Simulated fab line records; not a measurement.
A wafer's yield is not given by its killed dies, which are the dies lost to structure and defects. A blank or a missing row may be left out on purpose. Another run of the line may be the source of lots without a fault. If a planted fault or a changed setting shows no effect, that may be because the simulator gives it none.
8D (eight disciplines) problem report, filled in by code | flow rit-cmos | the parts of the form that need people (team, actions taken, sign-off) are left out

1. WHAT IS WRONG
Mean FOX1_OXIDE_THK at RIT_FOX1_THK_MEAS_01: 207 nm over 9 wafers in 3 lots; fault-free wafers: 349 nm, standard deviation 7.5. Relative to the usual mean, that is a shift of -19 standard deviations.
First seen on wafer L349.4, day 3 09:02, on film-metro-04. Wafers with a number at this step in the record: 45, from 15 lots. By rule, "out" or "out of limits" means more than 4 standard deviations away from the usual mean. Any other wafer with a number is counted as sound.

2. WHAT IT IS, AND WHAT IT ISN'T
question                    | is                           | is not
which readings at this step | FOX1_OXIDE_THK               | -
which lots                  | L349, L351, L352             | L341, L342, L343, L344, L346, L347, L348, L356, L359, L361, L362, L364
which wafers of those lots  | all that have a number       | -
read on which gauges        | film-metro-02, film-metro-04 | film-metro-03
when                        | from day 3 09:02             | up to then (21 sound wafers); but 15 sound wafers of L356, L359, L361, L362, L364 came after

3. SUSPECTS, AND WHAT RULES EACH OUT
Counting: any tool at a process step up to the reading is kept as a suspect provided that every lot that is out went through it and no sound lot did after the first of them.
- ruled out: the gauge at RIT_FOX1_THK_MEAS_01. 2 gauges (film-metro-02, film-metro-04) read the wafers that are out.
- furnace-03 at RIT_FOX1_OXIDATION_00 (target thk 350.7 nm, ox time 1130 s): kept. Every lot that is out went through it, starting with L349 (day 3 07:41), and after that it ran no sound lot; the last sound lot it ran before then is L346 (day 2 18:59).
After counting, what remains is furnace-03 at RIT_FOX1_OXIDATION_00.

4. THE CAUSE (what the simulator had put in)
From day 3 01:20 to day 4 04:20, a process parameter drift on furnace-03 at RIT_FOX1_OXIDATION_00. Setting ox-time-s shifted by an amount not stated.
After counting, this tool was the only one left.

5. THE CHAIN OF EFFECTS, in route order
Each row: a reading where the mean over the struck wafers with a number is more than 3 standard deviations away from the usual. Only readings for which the record gives a usual standard deviation are gone through. hours: the time from each lot's start at the first step in this table that gives one to its start at this step, as a median over the lots. sigmas: the change in usual standard deviations.
hours | step                 | reading        | usual  | on struck wafers | change | sigmas
0     | RIT_FOX1_THK_MEAS_01 | FOX1_OXIDE_THK | 349 nm | 207              | -142   | -19
At these later measuring or inspecting steps, every struck wafer for which the step has a row has a number for every such reading, and none has moved that far: RIT_PWELL_TW_MEAS_10, RIT_GATE_OVL_MEAS_17.

6. WHAT WOULD HAVE CAUGHT IT SOONER
8 hours passed between the start of the fault at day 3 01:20 and the first reading out of limits at a measuring or inspecting step in this record, taken at day 3 09:02.
An alarm limit of 4 standard deviations would not have fired on the tool readings at RIT_FOX1_OXIDATION_00 for which the record gives a usual standard deviation, since none of them was out on any struck wafer.
Among the 3 lots that are out, L351, L352 began RIT_FOX1_OXIDATION_00 on furnace-03 after day 3 09:02. A hold on the tool at that time would have spared those 2.
